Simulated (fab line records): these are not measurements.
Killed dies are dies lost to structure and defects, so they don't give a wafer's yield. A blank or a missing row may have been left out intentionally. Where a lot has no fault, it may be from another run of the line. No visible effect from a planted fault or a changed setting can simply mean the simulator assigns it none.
Comparing a struck lot with a sound one || flow rit-cmos || 34 out of 202 route steps
Sound: these wafers, L108.1, L108.3, L108.4. Struck: wafers L123.1, L123.2, L123.6. Last of all comes the cause.
Per side, at each step with rows, come the tool, then ch with its chambers, and then its first start. Under that, the readings that differ: sound wafers || struck wafers || difference of the means || sigmas: that difference in standard deviations of wafers without a fault.
alike: words and numbers the same on both sides, and readings whose means are apart by under 2 such deviations; not compared: readings that were withheld, readings missing a value for some wafer, numbers with overlapping values and no deviation given by the record, and bounds like >300 which may hide the same value.
The two part at a step that has a row with sigmas, a row that says differs or no value, or rows on one side only. Non-overlapping numbers with no deviation appear without sigmas and do not part them. Lack of a reading on every wafer of one side parts them only where that side has two or more wafers.

first, 2 steps without rows for these wafers: RIT_SPACER_CLEAN_02 (cleans in SC2, time 600 s); RIT_SPACER_CVD_03 (deposits Si3N4 from SiH2Cl2/NH3, target thk 250 nm, time 3300 s).
RIT_SPACER_THK_MEAS_04:
  sound on film-metro-03 at day 3 16:03; struck on film-metro-04 at day 6 19:01
  alike: SPACER_NITRIDE_THK
RIT_SPACER_ETCHBACK_05: etches Si3N4 in SF6/CHF3, stops on SiO2, target depth 250 nm, time 240 s.
  sound on rie-diel-03 ch 0,2,3, day 3 16:07; struck on rie-diel-02 ch 0,3, day 6 19:05
  alike: drypump-motor-current-A, oes-product-au, throttle-valve-pct
  not compared: rf-hours-counter-h
then, 6 steps without rows for these wafers: RIT_NSD_HMDS_00 (prime time 60 s); RIT_NSD_COAT_01 (resist thk 1000 nm); RIT_NSD_SOFTBAKE_02 (time 60 s); RIT_NSD_EXPOSE_03 (exposes mask M9, target cd 40700 nm); RIT_NSD_PEB_04; RIT_NSD_DEVELOP_05 (develop time 50 s).
RIT_NSD_OVL_MEAS_06:
  sound on overlay-02 at day 3 17:14; struck on overlay-01 at day 6 20:21
  alike: NSD_OVL
then, 1 step without rows for these wafers: RIT_NSD_HARDBAKE_07 (time 60 s).
RIT_NSD_IMPLANT_08:
  sound on implanter-04 ch 0, day 3 17:25; struck on implanter-03 ch 0, day 6 20:34
{"reading": "dose-ions-cm2", "sound": "1.0007e+15 1.0007e+15 1.0018e+15", "struck": "9.539e+14 9.532e+14 9.536e+14", "difference": -4.750e+13, "sigmas": -43}
RIT_NSD_STRIP_09: strips in O2, time 180 s.
  sound on plasma-asher-02 ch 0,1, day 3 17:34; struck on plasma-asher-03 ch 0,1, day 6 20:43
  alike: drypump-motor-current-A
  not compared: rf-hours-counter-h
RIT_NSD_TW_MEAS_10:
  sound on film-metro-03 at day 3 17:45; struck on film-metro-01 at day 6 20:53
  alike: NSD_TW
then, 6 steps without rows for these wafers: RIT_PSD_HMDS_00 (prime time 60 s); RIT_PSD_COAT_01 (resist thk 1000 nm); RIT_PSD_SOFTBAKE_02 (time 60 s); RIT_PSD_EXPOSE_03 (exposes mask M10, target cd 40900 nm); RIT_PSD_PEB_04; RIT_PSD_DEVELOP_05 (develop time 50 s).
RIT_PSD_OVL_MEAS_06:
  sound on overlay-01 at day 3 18:43; struck on overlay-01 at day 6 21:48
  alike: PSD_OVL
then, 2 steps without rows for these wafers: RIT_PSD_HARDBAKE_07 (time 60 s); RIT_PSD_IMPLANT_08.
RIT_PSD_STRIP_09: strips in O2, time 180 s.
  sound on plasma-asher-01 ch 0,1, day 3 19:03; struck on plasma-asher-03 ch 0,1, day 6 22:08
  alike: drypump-motor-current-A
  not compared: rf-hours-counter-h
RIT_PSD_TW_MEAS_10:
  sound on film-metro-01 at day 3 19:14; struck on film-metro-02 at day 6 22:19
  alike: PSD_TW
then, 3 steps without rows for these wafers: RIT_SDANNEAL_CLEAN_00 (cleans in SC1, time 600 s); RIT_SDANNEAL_CLEAN_01 (cleans in dHF, time 30 s); RIT_SDANNEAL_CLEAN_02 (cleans in SC2, time 600 s).
RIT_SDANNEAL_RTA_03: time 5 s.
  sound on rtp-anneal-02 ch 0, day 3 20:00; struck on rtp-anneal-02 ch 0, day 6 22:46
  alike: ramp-up-c-per-s, wafer_temp_C_max
RIT_SDANNEAL_RS_MEAS_04: measurement is done with a four-point probe.
  sound on film-metro-01 at day 3 20:04; struck on film-metro-03 at day 6 22:50
  alike: PSD_RS
RIT_SDANNEAL_RS_MEAS_05: measurement is done with a four-point probe.
  sound on film-metro-01 at day 3 20:11; struck on film-metro-03 at day 6 22:57
{"reading": "NSD_RS (ohm/sq)", "sound": "84.32 84.36 84.15", "struck": "87.35 87.43 87.45", "difference": "+3.13", "sigmas": "+12"}
RIT_SDANNEAL_RS_MEAS_06: measurement is done with a four-point probe.
  sound on film-metro-01 at day 3 20:18; struck on film-metro-03 at day 6 23:04
  alike: PLDD_RS
RIT_M1_PROBE_99:
  sound on prober-02 at day 4 03:37; struck on prober-02 at day 7 06:40
{"reading": "model.etest.contact-nplus.end-ohm-um", "sound": "43.76 42.41 42.67", "struck": "45.66 44.49 43.87", "difference": "+1.73", "sigmas": ""}
  alike: killed-at-contacts, killed-at-front-end, killed-dies, killed-open, killed-short

== WHERE THEY PART ==
Earliest at RIT_NSD_IMPLANT_08; latest, in this record, at RIT_SDANNEAL_RS_MEAS_05. Later steps at which nothing parts them and some readings are alike: RIT_SDANNEAL_RS_MEAS_06, RIT_M1_PROBE_99.

WHY: what had been put in by the simulator
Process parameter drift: implanter-03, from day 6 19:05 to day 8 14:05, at RIT_NSD_IMPLANT_08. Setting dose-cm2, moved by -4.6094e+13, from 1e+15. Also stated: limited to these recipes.
